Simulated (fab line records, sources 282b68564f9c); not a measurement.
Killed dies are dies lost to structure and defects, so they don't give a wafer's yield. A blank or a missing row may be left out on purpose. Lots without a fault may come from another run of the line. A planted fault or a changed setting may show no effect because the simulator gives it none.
Which tool did it? | flow rit_cmos | 7 lots, 21 wafers sampled, at 4 steps of a route of 202

WHAT THE GAUGES READ, wafer by wafer
RIT_CONTACT_OVL_MEAS_09.
lot  | measured    | on         | CONTACT_OVL (nm)
L828 | day 3 19:20 | overlay-01 | -2.5 -1.3 -3.5
L830 | day 4 06:31 | overlay-01 | -0.4 2.2 -0.6
L832 | day 4 15:40 | overlay-02 | -1.6 -1.3 0.7
L840 | day 6 02:18 | overlay-01 | 348.7 349.4 350.3
L842 | day 6 14:48 | overlay-01 | 348.5 346.5 347.7
L845 | day 7 03:58 | overlay-01 | 1.8 2.4 -0.2
L848 | day 7 19:26 | overlay-02 | -0.5 0.7 1.9

WHICH TOOL RAN EACH LOT (tool, then ch and the chambers of the sampled wafers, then the start)
lot  | RIT_PSD_STRIP_09                    | RIT_SDANNEAL_RTA_03             | RIT_CONTACT_EXPOSE_05
L828 | plasma_asher-03 ch 0,1, day 3 16:16 | rtp_anneal-02 ch 0, day 3 17:02 | iline_stepper-02 ch 0, day 3 18:42
L830 | plasma_asher-01 ch 1, day 4 03:36   | rtp_anneal-02 ch 0, day 4 04:13 | iline_stepper-02 ch 0, day 4 05:53
L832 | plasma_asher-01 ch 0,1, day 4 12:44 | rtp_anneal-02 ch 0, day 4 13:18 | iline_stepper-02 ch 0, day 4 15:04
L840 | plasma_asher-03 ch 0,1, day 5 23:23 | rtp_anneal-02 ch 0, day 5 23:58 | iline_stepper-02 ch 0, day 6 01:41
L842 | plasma_asher-01 ch 0,1, day 6 11:51 | rtp_anneal-02 ch 0, day 6 12:29 | iline_stepper-02 ch 0, day 6 14:07
L845 | plasma_asher-04 ch 0,1, day 7 01:01 | rtp_anneal-01 ch 0, day 7 01:37 | iline_stepper-01 ch 0, day 7 03:20
L848 | plasma_asher-04 ch 0,1, day 7 16:27 | rtp_anneal-02 ch 0, day 7 17:03 | iline_stepper-01 ch 0, day 7 18:47
- RIT_PSD_STRIP_09: strips in O2, time 180 s.
- RIT_SDANNEAL_RTA_03: time 5 s.
- RIT_CONTACT_EXPOSE_05: exposes mask M11, target cd 1000 nm.

THE ANSWER, worked out from the rows above alone
Rule: what is usual is taken from the lots themselves. Put in order of their means at a reading, lots are off if they are a third of the lots or fewer, leave a main group of 4 or more, and stand apart from it by a gap of 3 or more times the standard deviation of the main group's means; of several such gaps the widest counts. A main group whose means are all the same, to the digits that the tables above print for the reading, isn't used. A lot without any number at a reading at which 4 lots or more have one is off too. The other lots that the step has rows for count as sound.
Off: L840, L842, at RIT_CONTACT_OVL_MEAS_09 (CONTACT_OVL). The main group: mean -0.1 nm, standard deviation 1.3.
A tool fits if, at a process step before that reading, it ran every lot that is off, and no sound lot after the first of them. The gauges at RIT_CONTACT_OVL_MEAS_09 are tried like those tools. One fits: iline_stepper-02 at RIT_CONTACT_EXPOSE_05. Its last sound lot is L832 (day 4 15:04), its first lot that is off L840 (day 6 01:41): a fault that began between those two fits.

WHAT THE SIMULATOR HAD PUT IN
Scanner matching overlay: iline_stepper-02, from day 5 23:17 on, at RIT_CONTACT_EXPOSE_05. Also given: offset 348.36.
Lots struck among those shown: L840, L842. The rule above found the same.
